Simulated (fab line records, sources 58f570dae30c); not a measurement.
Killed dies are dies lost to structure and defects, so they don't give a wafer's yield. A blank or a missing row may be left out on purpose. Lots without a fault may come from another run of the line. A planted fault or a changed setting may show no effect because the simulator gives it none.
Split-lot experiment | flow berkeley_cmos170 | 5 lots, 23 wafers read, on a route of 331 steps

THE SPLIT
At UCB170_SACOX_OXIDATION_01 (target thk 14.4 nm, ox time 2400 s), the setting temp_c was moved away from the recipe's 900 C on 10 of the 23 wafers read, by -2.2% to +1.5%. The other wafers ran this setting at the recipe's value.

The file shows no step between the split and the reading.

THE READING
SACOX_OXIDE_THK, in nm, at UCB170_SACOX_THK_MEAS_02. Fault-free wafers of this fab line usually give 14.5 nm, standard deviation 0.57 nm.

wafer  | tool, chamber at the split | temp_c as run, C | against the recipe | SACOX_OXIDE_THK, nm | against lot-mates on the recipe
L074.2 | -, -                       | 880.6            | -2.2%              | 11.2                | no lot-mate on the recipe
L074.3 | -, -                       | 880.6            | -2.2%              | 11.3                | no lot-mate on the recipe
L074.4 | -, -                       | 880.6            | -2.2%              | 11.1                | no lot-mate on the recipe
L074.5 | -, -                       | 880.6            | -2.2%              | 11.4                | no lot-mate on the recipe
L074.6 | -, -                       | 880.6            | -2.2%              | 11.4                | no lot-mate on the recipe
L076.1 | -, -                       | 913.7            | +1.5%              | 16.6                | no lot-mate on the recipe
L076.2 | -, -                       | 913.7            | +1.5%              | 16.5                | no lot-mate on the recipe
L076.3 | -, -                       | 913.7            | +1.5%              | 16.5                | no lot-mate on the recipe
L076.4 | -, -                       | 913.7            | +1.5%              | 16.5                | no lot-mate on the recipe
L076.6 | -, -                       | 913.7            | +1.5%              | 16.7                | no lot-mate on the recipe
L080.1 | -, -                       | 900              | recipe             | 15.2                | -
L080.2 | -, -                       | 900              | recipe             | 15.2                | -
L080.4 | -, -                       | 900              | recipe             | 15.2                | -
L080.5 | -, -                       | 900              | recipe             | 15.1                | -
L080.6 | -, -                       | 900              | recipe             | 15.3                | -
L078.3 | furnace-02, 0              | 900              | recipe             | 14.8                | -
L078.4 | furnace-02, 0              | 900              | recipe             | 15.0                | -
L078.6 | furnace-02, 0              | 900              | recipe             | 14.8                | -
L084.1 | -, -                       | 900              | recipe             | 14.3                | -
L084.2 | -, -                       | 900              | recipe             | 14.6                | -
L084.3 | -, -                       | 900              | recipe             | 14.5                | -
L084.5 | -, -                       | 900              | recipe             | 14.3                | -
L084.6 | -, -                       | 900              | recipe             | 14.4                | -

THE FIT
A straight line over all 23 wafers: SACOX_OXIDE_THK changes by +1.46 nm for each +1% of temp_c; r = +0.98; the points scatter about the line by 0.37 nm.
Too few moved wafers have a lot-mate on the recipe to fit a line with each lot's own level taken away.

THE WHOLE CHAIN: every reading that the file lists as answering this split, in the file's order
step                      | what it does                       | reading                                                                            | change (the file's fit)              | r (the file's)
UCB170_SACOX_OXIDATION_01 | target thk 14.4 nm, ox time 2400 s | SiO2_of_SACOX_OXIDATION_01.thk_nm (the simulator's own value, which no gauge read) | +1.45 nm for each +1% of the setting | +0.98
UCB170_SACOX_THK_MEAS_02  |                                    | SACOX_OXIDE_THK                                                                    | +1.46 for each +1% of the setting    | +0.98

THE FILE'S OWN FIT
SACOX_OXIDE_THK changes by +1.46 nm for each +1% of temp_c, r = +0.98.
